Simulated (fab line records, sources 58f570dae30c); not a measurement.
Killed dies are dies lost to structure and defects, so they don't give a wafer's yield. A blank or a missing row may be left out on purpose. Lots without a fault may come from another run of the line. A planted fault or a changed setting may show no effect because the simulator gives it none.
Problem report in the 8D (eight disciplines) form, filled by code | flow berkeley_cmos170 | the parts of the form that need people (team, actions taken, sign-off) are left out

1. THE PROBLEM
tilt_deg at UCB170_PVT_IMPLANT_07 reads a mean of 3.162 degrees on 6 wafers of 2 lots; wafers without a fault read 7.001 degrees with a standard deviation of 0.019. That is -99 or more standard deviations from the usual mean.
First seen on wafer L716.1, day 10 22:08, on implanter-02. The record holds 42 wafers of 14 lots with a number at this step. Rule for "out", or "out of limits": more than 4 standard deviations from the usual mean. The other wafers with a number count as sound.

2. WHAT IT IS AND WHAT IT IS NOT
question                    | is                     | is not
which readings at this step | tilt_deg               | faraday_current_uA
which lots                  | L716, L717             | L697, L698, L700, L702, L703, L706, L707, L708, L709, L710, L714, L720
which wafers of those lots  | all that have a number | -
read on which tools         | implanter-02           | implanter-01, implanter-04
when                        | from day 10 22:08      | up to then (33 sound wafers); but 3 sound wafers of L720 came after

3. SUSPECTS, AND WHAT RULES EACH OUT
Counting: a tool at a process step up to the reading stays a suspect if it ran every lot that is out and no sound lot after the first of them.
- implanter-02 at UCB170_PVT_IMPLANT_07: kept. It ran every lot that is out, first L716 (day 10 22:08), and no sound lot after that; its last sound lot up to then is L714 (day 10 04:56). Its own readings are out on those wafers: tilt_deg.
Left after counting: implanter-02 at UCB170_PVT_IMPLANT_07.

4. THE CAUSE (what the simulator had put in)
Process parameter drift: implanter-02, from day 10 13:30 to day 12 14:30, at UCB170_PVT_IMPLANT_07. Setting tilt_deg, moved by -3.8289, from 7. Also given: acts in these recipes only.
Counting left only this tool.

5. THE CHAIN OF EFFECTS, in route order
Each row: a reading whose mean over the struck wafers that have a number lies more than 3 standard deviations from the usual. Only readings for which the record gives a usual standard deviation are gone through. hours: the time from each lot's start at the first step in this table that gives one to its start at this step, as a median over the lots. sigmas: the change in usual standard deviations.
hours | step                  | reading  | usual         | on struck wafers | change | sigmas
0     | UCB170_PVT_IMPLANT_07 | tilt_deg | 7.001 degrees | 3.162            | -3.839 | -99 or more
The process steps in it:
- UCB170_PVT_IMPLANT_07

6. WHAT WOULD HAVE CAUGHT IT SOONER
In this record the first reading out of limits was taken at day 10 22:08, 9 hours after the fault began at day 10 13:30.
